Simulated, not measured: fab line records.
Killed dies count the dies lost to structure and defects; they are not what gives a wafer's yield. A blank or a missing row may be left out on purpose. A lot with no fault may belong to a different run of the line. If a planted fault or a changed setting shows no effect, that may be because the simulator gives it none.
Which tool is to blame? -- flow rit-cmos -- Sampling: 7 lots, 21 wafers, 4 of 202 route steps

== WHAT THE GAUGES READ, wafer by wafer ==
RIT_CONTACT_THK_MEAS_01.
lot,measured,on,CONTACT_TEOS_THK (nm)
L434,day 3 11:53,film-metro-03,416 415 418
L436,day 3 18:20,film-metro-01,411 409 421
L443,day 5 03:41,film-metro-01,348 412 408
L448,day 6 05:40,film-metro-03,407 422 415
L451,day 6 21:12,film-metro-01,408 409 410
L454,day 7 12:39,film-metro-01,416 418 425
L456,day 7 22:10,film-metro-03,412 414 416

== WHAT TOOL EACH LOT RAN ON (gives the tool, then ch and the chambers of the sampled wafers, and finally the start) ==
lot,RIT_NSD_STRIP_09,RIT_SILICIDE_RTA_06,RIT_CONTACT_CVD_00
L434,"plasma-asher-01 ch 0,1, day 3 08:44","rtp-anneal-02 ch 0, day 3 11:47","pecvd-03 ch 0,2, day 3 11:50"
L436,"plasma-asher-03 ch 0,1, day 3 15:11","rtp-anneal-02 ch 0, day 3 18:13","pecvd-04 ch 0,1,2, day 3 18:17"
L443,"plasma-asher-01 ch 0,1, day 5 00:26","rtp-anneal-01 ch 0, day 5 03:34","pecvd-03 ch 0,1,2, day 5 03:38"
L448,"plasma-asher-04 ch 0,1, day 6 02:32","rtp-anneal-02 ch 0, day 6 05:33","pecvd-04 ch 0,2, day 6 05:37"
L451,"plasma-asher-03 ch 0,1, day 6 17:43","rtp-anneal-02 ch 0, day 6 21:05","pecvd-04 ch 1,2, day 6 21:08"
L454,"plasma-asher-04 ch 0,1, day 7 09:31","rtp-anneal-02 ch 0, day 7 12:32","pecvd-03 ch 0,1,2, day 7 12:35"
L456,"plasma-asher-03 ch 0,1, day 7 18:41","rtp-anneal-02 ch 0, day 7 22:03","pecvd-02 ch 0,1,2, day 7 22:07"
- RIT_NSD_STRIP_09: strips in O2, time 180 s.
- RIT_SILICIDE_RTA_06: time 10 s, ramp up 5 s, ramp down 10 s.
- RIT_CONTACT_CVD_00: deposits SiO2 from TEOS, target thk 400 nm, time 63.41 s.

== THE ANSWER, worked out from the rows above alone ==
Rule: what is usual is taken from the lots themselves. The widest of any qualifying gaps counts: lots, ordered by their means at a reading, are off when they make up no more than a third of the lots, leave a main group of 4 or more, and stand apart from it by 3 or more times the standard deviation of that group's means. Not used: any main group whose means are identical at the precision the tables above print for the reading. Also off: a lot with no number at a reading for which 4 or more lots have one. Where the step has rows for the other lots, those lots are counted as sound.
Off: at RIT_CONTACT_THK_MEAS_01 (CONTACT_TEOS_THK), L443. Mean 415 nm and standard deviation 3.2 in the main group.
If a tool, at a process step before that reading, ran all the lots that are off and no sound lot after the first of them, it fits. The gauges at RIT_CONTACT_THK_MEAS_01 are tried like those tools. 2 tools fit, plasma-asher-01 at RIT_NSD_STRIP_09 and rtp-anneal-01 at RIT_SILICIDE_RTA_06, so this cannot tell which one it is.

== WHAT THE SIMULATOR PUT IN ==
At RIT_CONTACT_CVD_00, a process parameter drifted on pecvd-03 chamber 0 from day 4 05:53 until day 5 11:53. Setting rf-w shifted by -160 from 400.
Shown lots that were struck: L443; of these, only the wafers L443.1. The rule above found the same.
